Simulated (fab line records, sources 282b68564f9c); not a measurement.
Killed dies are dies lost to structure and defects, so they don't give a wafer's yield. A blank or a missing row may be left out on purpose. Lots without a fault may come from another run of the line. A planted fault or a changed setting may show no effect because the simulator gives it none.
A struck lot beside a sound one | flow rit_cmos | 17 steps out of a route of 202
Sound: wafers L486.1, L486.5, L486.6. Struck: wafers L496.2, L496.3, L496.4. The cause comes at the end.
At each step with rows: each side's tool, then ch and its chambers, then its first start. Under that, the readings that differ: sound wafers | struck wafers | difference of the means | sigmas: that difference in standard deviations of wafers without a fault.
alike: readings whose means differ by less than 2 such deviations, and words and numbers that are the same on both sides. not compared: withheld readings, readings that some wafer has no value for, bounds like >300 that may hide the same value, and numbers for which the record gives no deviation and whose values overlap.
The two part at a step that has a row with sigmas, a row that says differs or no value, or rows on one side only. Numbers that don't overlap but have no deviation are shown without sigmas and don't part them. A reading that every wafer of one side lacks parts them only if that side has two wafers or more.

first, 2 steps without rows for these wafers: RIT_NRETRO_HARDBAKE_07 (time 120 s); RIT_NRETRO_IMPLANT_08.
RIT_NRETRO_STRIP_09: strips in O2, time 180 s.
  sound on plasma_asher-04 ch 0,1, day 3 10:05; struck on plasma_asher-04 ch 0,1, day 5 12:34
  alike: drypump_motor_current_A, rf_refl_power_W
  not compared: rf_hours_counter_h
RIT_NRETRO_TW_MEAS_10:
  sound on film_metro-04, day 3 10:16; struck on film_metro-02, day 5 12:46
  alike: NRETRO_TW
then, 6 steps without rows for these wafers: RIT_PRETRO_HMDS_00 (prime time 60 s); RIT_PRETRO_COAT_01 (resist thk 1300 nm); RIT_PRETRO_SOFTBAKE_02 (time 60 s); RIT_PRETRO_EXPOSE_03 (exposes mask M5, target cd 43700 nm); RIT_PRETRO_PEB_04; RIT_PRETRO_DEVELOP_05 (develop time 68 s).
RIT_PRETRO_OVL_MEAS_06:
  sound on overlay-02, day 3 11:13; struck on overlay-01, day 5 13:49
  alike: PRETRO_OVL
then, 1 step without rows for these wafers: RIT_PRETRO_HARDBAKE_07 (time 120 s).
RIT_PRETRO_IMPLANT_08:
  sound on implanter-04 ch 0, day 3 11:29; struck on implanter-04 ch 0, day 5 14:07
  alike: faraday_current_uA
RIT_PRETRO_STRIP_09: strips in O2, time 180 s.
  sound on plasma_asher-02 ch 0,1, day 3 11:38; struck on plasma_asher-04 ch 0,1, day 5 14:15
  alike: drypump_motor_current_A, rf_refl_power_W
  not compared: rf_hours_counter_h
RIT_PRETRO_TW_MEAS_10:
  sound on film_metro-02, day 3 11:49; struck on film_metro-02, day 5 14:26
  reading   | sound       | struck      | difference | sigmas
  PRETRO_TW | 483 484 484 | 464 463 460 | -21        | -5
then, 1 step without rows for these wafers: RIT_GATE_WET_ETCH_00 (etches SiO2 in BOE, target depth 56 nm, time 60 s).
RIT_M1_PROBE_99:
  sound on prober-02, day 4 15:34; struck on prober-02, day 6 19:04
  reading                                           | sound                    | struck                  | difference | sigmas
  model.etest.nmos_0p15.drive_ua_um_range           | 9.317 9.184 14.16        | 47.52 42 45.76          | +34.21     |
  model.etest.nmos_0p15.drive_ua_um_rim_less_centre | 1.297 3.339 -6.119       | -20.42 -19.07 -22.84    | -20.28     |
  model.etest.nmos_0p3.drive_ua_um                  | 234.8 230.9 236.9        | 241.3 241.7 248.4       | +9.6       |
  model.etest.nmos_narrow.drive_ua_um               | 226.7 223.9 229.2        | 235.8 235.3 242.7       | +11.3      |
  model.etest.diode_nplus_pwell.bv_v (V)            | 5.982 5.972 6.01         | 6.015 6.037 6.026       | +0.038     |
  model.etest.nmos_0p15.vt_v_range                  | 0.01037 0.01096 0.005437 | 0.06432 0.06498 0.06418 | +0.05557   |
  alike: killed_at_front_end, killed_dies, killed_open, killed_short
  not compared: model.etest.nmos_0p3.r_on_ohm_um, model.etest.nmos_0p3.off_log10_a_um

WHERE THEY PART
Only at RIT_PRETRO_TW_MEAS_10, within this record. Later steps at which nothing parts them and some readings are alike: RIT_M1_PROBE_99.

WHY: what the simulator had put in
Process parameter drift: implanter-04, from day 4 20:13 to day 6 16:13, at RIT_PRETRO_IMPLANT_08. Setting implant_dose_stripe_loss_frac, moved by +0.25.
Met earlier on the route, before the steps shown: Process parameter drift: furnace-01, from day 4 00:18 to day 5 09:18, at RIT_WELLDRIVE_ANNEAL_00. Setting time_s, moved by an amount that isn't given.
